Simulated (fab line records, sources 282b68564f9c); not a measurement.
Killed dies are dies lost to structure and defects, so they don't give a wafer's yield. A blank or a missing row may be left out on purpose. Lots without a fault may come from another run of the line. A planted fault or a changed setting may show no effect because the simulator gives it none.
fab line records | flow rit_cmos | part 1 of 2: steps 1 to 28 of 39
record lots=5 wafers=15 last_day=5
route steps=202 shown ACTIVE@2 FOX1@20 FOX2@23 NWELL@28 PWELL@39
lots that met no fault: from a run of the same line without faults
start_h: hours from the record's first day to the start of the lot's first wafer shown | wait_h: hours since the lot's step before | " the same as in the row above | L1.1+2: a row that stands for several wafers | - no value, or no start given | * or withheld: withheld | < > ~ a bound
route shown NAME@n: a module of which the file shows steps, and the number in the route of the first | usual: mean/standard deviation of fault-free wafers | same: alike in all rows | chamber/n: place in a boat | sites: the reading at each site | _std_site: their standard deviation | _edge_site: outer sites' mean less inner sites' | radius_mm: how far each site lies from the wafer's centre | mask NAME#n: copy n | behind: the tool/chamber that last shaped the wafer | hold: why the lot was held/for how many hours/how that ended | device: the transistor (n, p or np) that didn't switch | end of line: the same wafers' tests at the end of the route | a step without rows: its recipe alone | killed: dies lost to structure and defects at the first sort, not the wafer's yield | map: a wafer's dies, x killed, . not, _ none there
set.NAME: the setting as run; set.NAME@STEP: as run at that earlier step | model.NAME: the simulator's own value behind a step, which no gauge read
lots at some steps of the route; a table a step, a row a wafer
services: from which hour (start_h, from the record's first day; less than 0 if before it) a tool's chamber was out of use, for how many hours, and why
## steps
# step RIT_ACTIVE_OXIDATION_01
# recipe temp_c=1000 ambient=O2 target_thk_a=468 ox_time_s=3360
# usual tube_center_temp_C=1000/0.09
# same ox_time_s=3360
# columns lot.wafer tool chamber start_h wait_h tube_center_temp_C
L075.1 furnace-03 0 15.71 0.7 1000
L075.2 " 0 " " 1000
L075.5 " 0 " " 999.97
L077.1 furnace-03 0 25.12 0.1 999.91
L077.3 " 0 " " 1000.2
L077.5 " 0 " " 999.98
L083.2 furnace-04 0 55.12 0.1 1000
L083.4 " 0 " " 1000
L083.5 " 0 " " 999.81
L084.1 furnace-03 0 60.12 0.1 999.98
L084.2 " 0 " " 999.95
L084.5 " 0 " " 1000.2
L086.4 furnace-03 0 70.12 0.0 999.95
L086.5 " 0 " " 1000
L086.6 " 0 " " 999.98
# step RIT_ACTIVE_THK_MEAS_02
# recipe reads=SiO2_of_ACTIVE_OXIDATION_01
# usual ACTIVE_OXIDE_THK=46.6/0.71
# columns lot.wafer tool chamber start_h wait_h ACTIVE_OXIDE_THK[nm]
L075.1 film_metro-03 - 17.64 0.0 46.3
L075.2 " - " " 46.2
L075.5 " - " " 46.8
L077.1 film_metro-03 - 27.05 0.0 46.9
L077.3 " - " " 46.4
L077.5 " - " " 47.1
L083.2 film_metro-03 - 57.06 0.0 47.8
L083.4 " - " " 46.9
L083.5 " - " " 47.4
L084.1 film_metro-01 - 62.05 0.0 45.5
L084.2 " - " " 46.0
L084.5 " - " " 44.8
L086.4 film_metro-03 - 72.08 0.0 45.6
L086.5 " - " " 45.4
L086.6 " - " " 45.3
# step RIT_ACTIVE_CVD_03
# recipe material=Si3N4 target_thk_nm=150 temp_c=810 precursor=SiH2Cl2/NH3 time_s=1500 pressure_mtorr=300 sih2cl2_flow_sccm=60 nh3_flow_sccm=150
# usual pressure_mtorr=299.9/0.74
# columns lot.wafer tool chamber start_h wait_h pressure_mtorr
L075.1 lpcvd-02 0 18.11 0.5 300.8
L075.2 " 0 " " 300.0
L075.5 " 0 " " 300.0
L077.1 lpcvd-01 0 27.11 0.1 298.3
L077.3 " 0 " " 299.4
L077.5 " 0 " " 299.2
L083.2 lpcvd-02 0 57.11 0.0 300.4
L083.4 " 0 " " 299.7
L083.5 " 0 " " 299.6
L084.1 lpcvd-02 0 62.11 0.1 299.4
L084.2 " 0 " " 300.1
L084.5 " 0 " " 300.2
L086.4 lpcvd-01 1 72.11 0.0 299.8
L086.5 " 1 " " 299.8
L086.6 " 1 " " 299.1
# step RIT_ACTIVE_THK_MEAS_04
# recipe reads=Si3N4_of_ACTIVE_CVD_03
# usual ACTIVE_NITRIDE_THK=149.6/1.1
# columns lot.wafer tool chamber start_h wait_h ACTIVE_NITRIDE_THK[nm]
L075.1 film_metro-02 - 20.23 0.0 147.2
L075.2 " - " " 147.3
L075.5 " - " " 147.8
L077.1 film_metro-02 - 28.53 0.0 149.7
L077.3 " - " " 148.8
L077.5 " - " " 149.9
L083.2 film_metro-01 - 58.54 0.0 150.0
L083.4 " - " " 149.0
L083.5 " - " " 149.0
L084.1 film_metro-02 - 63.53 0.0 148.8
L084.2 " - " " 149.7
L084.5 " - " " 149.7
L086.4 film_metro-03 - 73.56 0.0 149.2
L086.5 " - " " 149.7
L086.6 " - " " 149.9
# step RIT_ACTIVE_HMDS_05
# recipe prime_time_s=60 prime_temp_c=140
# usual chill_plate_temp_C=22.99/0.11
# columns lot.wafer tool chamber start_h wait_h chill_plate_temp_C
L075.1 litho_track-03 0 20.40 0.2 22.95
L075.2 " 0 " " 22.98
L075.5 " 0 " " 23.13
L077.1 litho_track-03 0 28.68 0.1 23.02
L077.3 " 0 " " 22.89
L077.5 " 0 " " 22.95
L083.2 litho_track-03 0 58.62 0.1 23.02
L083.4 " 0 " " 22.95
L083.5 " 0 " " 22.90
L084.1 litho_track-02 0 63.59 0.1 23.21
L084.2 " 0 " " 23.09
L084.5 " 0 " " 23.12
L086.4 litho_track-02 0 73.67 0.1 22.92
L086.5 " 0 " " 22.93
L086.6 " 0 " " 23.00
# step RIT_ACTIVE_COAT_06
# recipe resist=NOVOLAK spin_rpm=3250 resist_thk_nm=1000
# usual chill_plate_temp_C=23.01/0.1
# columns lot.wafer tool chamber start_h wait_h chill_plate_temp_C
L075.1 litho_track-03 0 20.55 0.1 22.87
L075.2 " 0 " " 22.81
L075.5 " 0 " " 22.74
L077.1 litho_track-03 0 28.83 0.1 22.83
L077.3 " 0 " " 22.81
L077.5 " 0 " " 23.08
L083.2 litho_track-03 0 58.77 0.1 23.01
L083.4 " 0 " " 22.89
L083.5 " 0 " " 23.01
L084.1 litho_track-02 0 63.74 0.1 23.13
L084.2 " 0 " " 23.06
L084.5 " 0 " " 23.07
L086.4 litho_track-02 0 73.81 0.1 23.04
L086.5 " 0 " " 23.04
L086.6 " 0 " " 23.09
# step RIT_ACTIVE_SOFTBAKE_07
# recipe resist=NOVOLAK temp_c=90 time_s=60
# usual chill_plate_temp_C=22.99/0.11 plate_temp_C=90.02/0.12
# columns lot.wafer tool chamber start_h wait_h chill_plate_temp_C plate_temp_C
L075.1 litho_track-03 0 20.70 0.1 23.05 89.81
L075.2 " 0 " " 23.12 89.91
L075.5 " 0 " " 23.06 89.93
L077.1 litho_track-03 0 28.98 0.1 23.05 89.84
L077.3 " 0 " " 22.80 90.15
L077.5 " 0 " " 22.95 90.08
L083.2 litho_track-03 0 58.91 0.1 22.91 89.84
L083.4 " 0 " " 22.90 89.94
L083.5 " 0 " " 22.87 89.76
L084.1 litho_track-02 0 63.89 0.1 22.88 90.17
L084.2 " 0 " " 22.93 89.96
L084.5 " 0 " " 22.93 90.22
L086.4 litho_track-02 0 73.97 0.1 23.00 90.03
L086.5 " 0 " " 23.06 89.96
L086.6 " 0 " " 23.09 90.38
# step RIT_ACTIVE_EXPOSE_08
# recipe mask_id=M1 na=0.6 source_shape=conventional sigma_outer=0.6 target_cd_nm=1400 dose_mj=225
# columns lot.wafer tool chamber start_h wait_h mask
L075.1+2+5 iline_stepper-02 0 20.85 0.1 M1#0
L077.1+3+5 iline_stepper-01 0 29.26 0.2 M1#0
L083.2+4+5 iline_stepper-02 0 59.18 0.2 M1#0
L084.1+2+5 iline_stepper-02 0 64.04 0.1 M1#0
L086.4+5+6 iline_stepper-01 0 74.10 0.1 M1#0
# step RIT_ACTIVE_PEB_09
# recipe resist=NOVOLAK temp_c=withheld time_s=withheld
# usual chill_plate_temp_C=*
# columns lot.wafer tool chamber start_h wait_h chill_plate_temp_C
L075.1 litho_track-01 0 21.16 0.3 *
L075.2 " 0 " " *
L075.5 " 0 " " *
L077.1 litho_track-03 0 29.37 0.1 *
L077.3 " 0 " " *
L077.5 " 0 " " *
L083.2 litho_track-03 0 59.31 0.1 *
L083.4 " 0 " " *
L083.5 " 0 " " *
L084.1 litho_track-01 0 64.16 0.1 *
L084.2 " 0 " " *
L084.5 " 0 " " *
L086.4 litho_track-01 0 74.23 0.1 *
L086.5 " 0 " " *
L086.6 " 0 " " *
# step RIT_ACTIVE_DEVELOP_10
# recipe resist=NOVOLAK develop_time_s=50 dev_temp_c=23
# usual chill_plate_temp_C=23.03/0.096
# columns lot.wafer tool chamber start_h wait_h chill_plate_temp_C
L075.1 litho_track-01 0 - - 22.97
L075.2 " 0 " " 22.97
L075.5 " 0 " " 22.93
L077.1 litho_track-03 0 - - 22.88
L077.3 " 0 " " 23.05
L077.5 " 0 " " 23.04
L083.2 litho_track-03 0 - - 22.98
L083.4 " 0 " " 22.92
L083.5 " 0 " " 23.08
L084.1 litho_track-01 0 - - 22.90
L084.2 " 0 " " 22.91
L084.5 " 0 " " 22.95
L086.4 litho_track-01 0 - - 22.99
L086.5 " 0 " " 22.95
L086.6 " 0 " " 22.98
# step RIT_ACTIVE_CD_MEAS_11
# recipe target_cd_nm=1400
# usual cd_nm=1400.1/2.3
# columns lot.wafer tool chamber start_h wait_h cd_nm
L075.1 cd_sem-02 - 21.44 - 1398.2
L075.2 " - " " 1399.0
L075.5 " - " " 1398.9
L077.1 cd_sem-01 - 29.66 - 1399.0
L077.3 " - " " 1396.1
L077.5 " - " " 1397.3
L083.2 cd_sem-01 - 59.58 - 1402.7
L083.4 " - " " 1402.4
L083.5 " - " " 1402.8
L084.1 cd_sem-01 - 64.44 - 1395.3
L084.2 " - " " 1396.7
L084.5 " - " " 1396.0
L086.4 cd_sem-01 - 74.50 - 1402.5
L086.5 " - " " 1400.2
L086.6 " - " " 1401.0
# step RIT_ACTIVE_HARDBAKE_12
# recipe resist=NOVOLAK temp_c=140 time_s=60
# usual chill_plate_temp_C=23.00/0.1 plate_temp_C=139.98/0.14
# columns lot.wafer tool chamber start_h wait_h chill_plate_temp_C plate_temp_C
L075.1 litho_track-01 0 21.84 0.4 23.03 139.84
L075.2 " 0 " " 22.97 139.92
L075.5 " 0 " " 23.03 139.85
L077.1 litho_track-01 0 29.78 0.1 23.03 140.14
L077.3 " 0 " " 23.10 140.02
L077.5 " 0 " " 23.03 139.93
L083.2 litho_track-03 0 59.71 0.1 23.15 139.91
L083.4 " 0 " " 22.98 140.21
L083.5 " 0 " " 23.10 139.93
L084.1 litho_track-03 0 64.56 0.1 23.02 139.68
L084.2 " 0 " " 22.92 140.00
L084.5 " 0 " " 22.86 139.75
L086.4 litho_track-02 0 74.63 0.1 22.95 140.11
L086.5 " 0 " " 23.07 140.02
L086.6 " 0 " " 23.00 140.02
# step RIT_ACTIVE_ETCH_13
# recipe stop_on=SiO2 chemistry=SF6 target=Si3N4 time_s=210 over_etch_frac=0.4 SF6_flow_sccm=200 pressure_mtorr=260 rf_w=125 target_depth_a=2100
# usual drypump_motor_current_A=5.9/0.32 oes_product_au=0.815/0.017 throttle_valve_pct=7.48/0.13
# columns lot.wafer tool chamber start_h wait_h drypump_motor_current_A oes_product_au rf_hours_counter_h throttle_valve_pct
L075.1 rie_diel-03 1 21.99 0.1 5.8 0.827 97 7.57
L075.2 " 2 " " 5.6 0.816 41 7.41
L075.5 " 3 " " 5.5 0.838 - 7.39
L077.1 rie_diel-01 2 29.93 0.1 5.8 0.829 5 7.38
L077.3 " 0 " " 6.1 0.792 93 7.25
L077.5 " 1 " " 6.3 0.843 - 7.55
L083.2 rie_diel-01 1 59.83 0.1 6.3 0.841 7 7.55
L083.4 " 2 " " 5.8 0.834 5 7.39
L083.5 " 0 " " 6.0 0.785 - 7.25
L084.1 rie_diel-01 1 64.71 0.1 6.3 0.839 7 7.55
L084.2 " 2 " " 5.8 0.835 5 7.40
L084.5 " 2 " " 5.8 0.822 - 7.39
L086.4 rie_diel-01 2 74.71 0.1 5.8 0.832 5 7.39
L086.5 " 3 " " 5.7 0.796 - 7.57
L086.6 " 2 " " 5.8 0.829 - 7.40
# step RIT_ACTIVE_STRIP_14
# recipe chemistry=O2 time_s=180 resist=NOVOLAK platen_temp_c=withheld power_w=500 pressure_mtorr=4000 o2_flow_sccm=4000
# usual drypump_motor_current_A=5.63/0.2
# columns lot.wafer tool chamber start_h wait_h drypump_motor_current_A rf_hours_counter_h
L075.1 plasma_asher-04 1 22.13 0.1 5.39 38
L075.2 " 0 " " 5.75 38
L075.5 " 1 " " 5.38 -
L077.1 plasma_asher-01 0 30.06 0.1 5.41 22
L077.3 " 0 " " 5.44 -
L077.5 " 0 " " 5.41 -
L083.2 plasma_asher-01 0 59.97 0.1 5.41 25
L083.4 " 0 " " 5.39 -
L083.5 " 0 " " 5.40 -
L084.1 plasma_asher-04 0 64.84 0.1 5.75 43
L084.2 " 1 " " 5.41 43
L084.5 " 0 " " 5.75 -
L086.4 plasma_asher-04 1 74.90 0.1 5.41 -
L086.5 " 1 " " 5.42 -
L086.6 " 0 " " 5.79 -
# step RIT_ACTIVE_CD_MEAS_90
# recipe target_cd_nm=1400
# usual cd_nm=1400.2/2.4
# columns lot.wafer tool chamber start_h wait_h cd_nm
L075.1 cd_sem-02 - 22.30 0.1 1397.8
L075.2 " - " " 1398.6
L075.5 " - " " 1398.8
L077.1 cd_sem-02 - 30.23 0.1 1398.8
L077.3 " - " " 1396.5
L077.5 " - " " 1397.4
L083.2 cd_sem-02 - 60.16 0.1 1403.2
L083.4 " - " " 1403.0
L083.5 " - " " 1402.8
L084.1 cd_sem-02 - 65.02 0.1 1395.6
L084.2 " - " " 1396.9
L084.5 " - " " 1396.5
L086.4 cd_sem-02 - 75.08 0.1 1402.2
L086.5 " - " " 1399.9
L086.6 " - " " 1401.2
# step RIT_ACTIVE_CLEAN_15
# recipe chemistry=SC1 mix=3:3:50 time_s=600 temp_c=75
# columns lot.wafer tool chamber start_h wait_h
L075.1+2+5 wet_bench-04 0 22.42 0.1
L077.1+3+5 wet_bench-01 3 30.35 0.1
L083.2+4+5 wet_bench-01 2 60.26 0.1
L084.1+2+5 wet_bench-01 2 65.14 0.1
L086.4+5+6 wet_bench-01 2 75.14 0.0
# step RIT_ACTIVE_CLEAN_16
# recipe chemistry=dHF dilution=50:1 time_s=30
# columns lot.wafer tool chamber start_h wait_h
L075.1+2+5 wet_bench-01 3 22.60 0.0
L077.1+3+5 wet_bench-02 3 30.53 0.0
L083.2+4+5 wet_bench-02 2 60.61 0.0
L084.1+2+5 wet_bench-02 2 65.49 0.0
L086.4+5+6 wet_bench-04 0 75.33 0.0
# step RIT_ACTIVE_CLEAN_17
# recipe chemistry=SC2 mix=3:3:50 time_s=600 temp_c=75 dry=n2_spin
# columns lot.wafer tool chamber start_h wait_h
L075.1+2+5 wet_bench-04 0 22.61 0.0
L077.1+3+5 wet_bench-01 3 30.55 0.0
L083.2+4+5 wet_bench-01 0 60.63 0.0
L084.1+2+5 wet_bench-01 3 65.50 0.0
L086.4+5+6 wet_bench-02 1 75.35 0.0
# step RIT_FOX1_OXIDATION_00
# recipe temp_c=1100 ambient=H2O target_thk_a=3507 p_h2o_torr=720 ox_time_s=1130
# usual tube_center_temp_C=1100/0.087
# same ox_time_s=1130
# columns lot.wafer tool chamber start_h wait_h tube_center_temp_C
L075.1 furnace-04 0 22.79 0.0 1100
L075.2 " 0 " " 1099.9
L075.5 " 0 " " 1099.9
L077.1 furnace-03 0 32.41 1.7 1099.8
L077.3 " 0 " " 1100
L077.5 " 0 " " 1100
L083.2 furnace-03 0 62.05 1.1 1099.9
L083.4 " 0 " " 1100
L083.5 " 0 " " 1099.8
L084.1 furnace-03 0 65.92 0.1 1099.9
L084.2 " 0 " " 1100
L084.5 " 0 " " 1100.1
L086.4 furnace-03 0 79.78 4.3 1100.1
L086.5 " 0 " " 1100.1
L086.6 " 0 " " 1100
# step RIT_FOX1_THK_MEAS_01
# recipe reads=SiO2_of_FOX1_OXIDATION_00
# usual FOX1_OXIDE_THK=352/5.5
# columns lot.wafer tool chamber start_h wait_h FOX1_OXIDE_THK[nm]
L075.1 film_metro-01 - 24.10 0.0 363
L075.2 " - " " 355
L075.5 " - " " 359
L077.1 film_metro-04 - 33.72 0.0 361
L077.3 " - " " 361
L077.5 " - " " 355
L083.2 film_metro-01 - 63.38 0.0 349
L083.4 " - " " 348
L083.5 " - " " 352
L084.1 film_metro-04 - 67.23 0.0 350
L084.2 " - " " 345
L084.5 " - " " 345
L086.4 film_metro-01 - 81.12 0.0 345
L086.5 " - " " 345
L086.6 " - " " 347
# step RIT_FOX1_WET_ETCH_02
# recipe chemistry=BOE target_depth_nm=350 time_s=390 temp_c=21.5 dry=n2_spin dilution=10:1 target=SiO2
# columns lot.wafer tool chamber start_h wait_h
L075.1+2+5 wet_bench-04 2 24.16 0.1
L077.1+3+5 wet_bench-01 3 33.78 0.1
L083.2+4+5 wet_bench-04 1 63.43 0.0
L084.1+2+5 wet_bench-04 2 67.29 0.1
L086.4+5+6 wet_bench-01 0 81.15 0.0
# step RIT_FOX2_OXIDATION_00
# recipe temp_c=1100 ambient=H2O target_thk_a=3507 p_h2o_torr=720 ox_time_s=1130
# usual tube_center_temp_C=1100/0.096
# same ox_time_s=1130
# columns lot.wafer tool chamber start_h wait_h tube_center_temp_C
L075.1 furnace-04 0 24.35 0.1 1100
L075.2 " 0 " " 1100.1
L075.5 " 0 " " 1100
L077.1 furnace-01 0 33.90 0.0 1099.9
L077.3 " 0 " " 1100.1
L077.5 " 0 " " 1099.9
L083.2 furnace-04 0 63.71 0.2 1099.9
L083.4 " 0 " " 1100.1
L083.5 " 0 " " 1100.1
L084.1 furnace-03 0 67.41 0.0 1100.1
L084.2 " 0 " " 1099.9
L084.5 " 0 " " 1099.9
L086.4 furnace-03 0 84.10 2.8 1100.1
L086.5 " 0 " " 1099.9
L086.6 " 0 " " 1100.1
# step RIT_FOX2_THK_MEAS_01
# recipe reads=SiO2_of_FOX2_OXIDATION_00
# usual FOX2_OXIDE_THK=354/5.3
# columns lot.wafer tool chamber start_h wait_h FOX2_OXIDE_THK[nm]
L075.1 film_metro-04 - 25.67 0.0 351
L075.2 " - " " 352
L075.5 " - " " 348
L077.1 film_metro-03 - 35.21 0.0 356
L077.3 " - " " 356
L077.5 " - " " 353
L083.2 film_metro-04 - 65.04 0.0 355
L083.4 " - " " 360
L083.5 " - " " 359
L084.1 film_metro-04 - 68.72 0.0 347
L084.2 " - " " 341
L084.5 " - " " 340
L086.4 film_metro-01 - 85.44 0.0 346
L086.5 " - " " 350
L086.6 " - " " 351
# step RIT_FOX2_CLEAN_02
# recipe chemistry=dHF dilution=50:1 time_s=180
# columns lot.wafer tool chamber start_h wait_h
L075.1+2+5 wet_bench-03 3 25.73 0.1
L077.1+3+5 wet_bench-02 0 35.27 0.1
L083.2+4+5 wet_bench-02 0 65.09 0.0
L084.1+2+5 wet_bench-04 0 68.78 0.1
L086.4+5+6 wet_bench-03 0 85.47 0.0
# step RIT_FOX2_WET_ETCH_03
# recipe chemistry=H3PO4 target=Si3N4 target_depth_nm=195 temp_c=165 time_s=2700
# columns lot.wafer tool chamber start_h wait_h
L075.1+2+5 wet_bench-02 1 25.79 0.0
L077.1+3+5 wet_bench-04 1 35.34 0.0
L083.2+4+5 wet_bench-04 2 65.14 0.0
L084.1+2+5 wet_bench-03 3 68.84 0.0
L086.4+5+6 wet_bench-04 3 85.53 0.0
# step RIT_FOX2_THK_MEAS_90
# recipe reads=SiO2_of_FOX2_OXIDATION_00
# usual FIELD_OXIDE_LEFT_1_THK=326/5.2
# columns lot.wafer tool chamber start_h wait_h FIELD_OXIDE_LEFT_1_THK[nm]
L075.1 film_metro-01 - 26.61 0.0 324
L075.2 " - " " 325
L075.5 " - " " 320
L077.1 film_metro-01 - 36.09 0.0 329
L077.3 " - " " 328
L077.5 " - " " 326
L083.2 film_metro-04 - 65.91 0.0 328
L083.4 " - " " 333
L083.5 " - " " 332
L084.1 film_metro-04 - 69.60 0.0 319
L084.2 " - " " 313
L084.5 " - " " 313
L086.4 film_metro-03 - 86.39 0.0 319
L086.5 " - " " 322
L086.6 " - " " 324
# step RIT_NWELL_HMDS_00
# recipe prime_time_s=60 prime_temp_c=140
# usual chill_plate_temp_C=22.99/0.1
# columns lot.wafer tool chamber start_h wait_h chill_plate_temp_C
L075.1 litho_track-01 0 26.67 0.1 22.96
L075.2 " 0 " " 23.09
L075.5 " 0 " " 23.08
L077.1 litho_track-04 0 36.15 0.1 22.87
L077.3 " 0 " " 22.75
L077.5 " 0 " " 22.83
L083.2 litho_track-01 0 66.08 0.2 22.94
L083.4 " 0 " " 23.13
L083.5 " 0 " " 22.93
L084.1 litho_track-03 0 69.66 0.1 23.03
L084.2 " 0 " " 22.95
L084.5 " 0 " " 22.99
L086.4 litho_track-03 0 86.56 0.2 23.05
L086.5 " 0 " " 23.00
L086.6 " 0 " " 22.95
# step RIT_NWELL_COAT_01
# recipe resist=NOVOLAK spin_rpm=2000 resist_thk_nm=1300
# usual chill_plate_temp_C=22.97/0.12
# columns lot.wafer tool chamber start_h wait_h chill_plate_temp_C
L075.1 litho_track-01 0 26.82 0.1 23.10
L075.2 " 0 " " 23.18
L075.5 " 0 " " 23.07
L077.1 litho_track-04 0 36.30 0.1 22.89
L077.3 " 0 " " 23.08
L077.5 " 0 " " 22.85
L083.2 litho_track-01 0 66.23 0.1 23.02
L083.4 " 0 " " 22.90
L083.5 " 0 " " 23.04
L084.1 litho_track-03 0 69.81 0.1 23.05
L084.2 " 0 " " 23.02
L084.5 " 0 " " 23.06
L086.4 litho_track-03 0 86.71 0.1 23.10
L086.5 " 0 " " 23.13
L086.6 " 0 " " 23.18
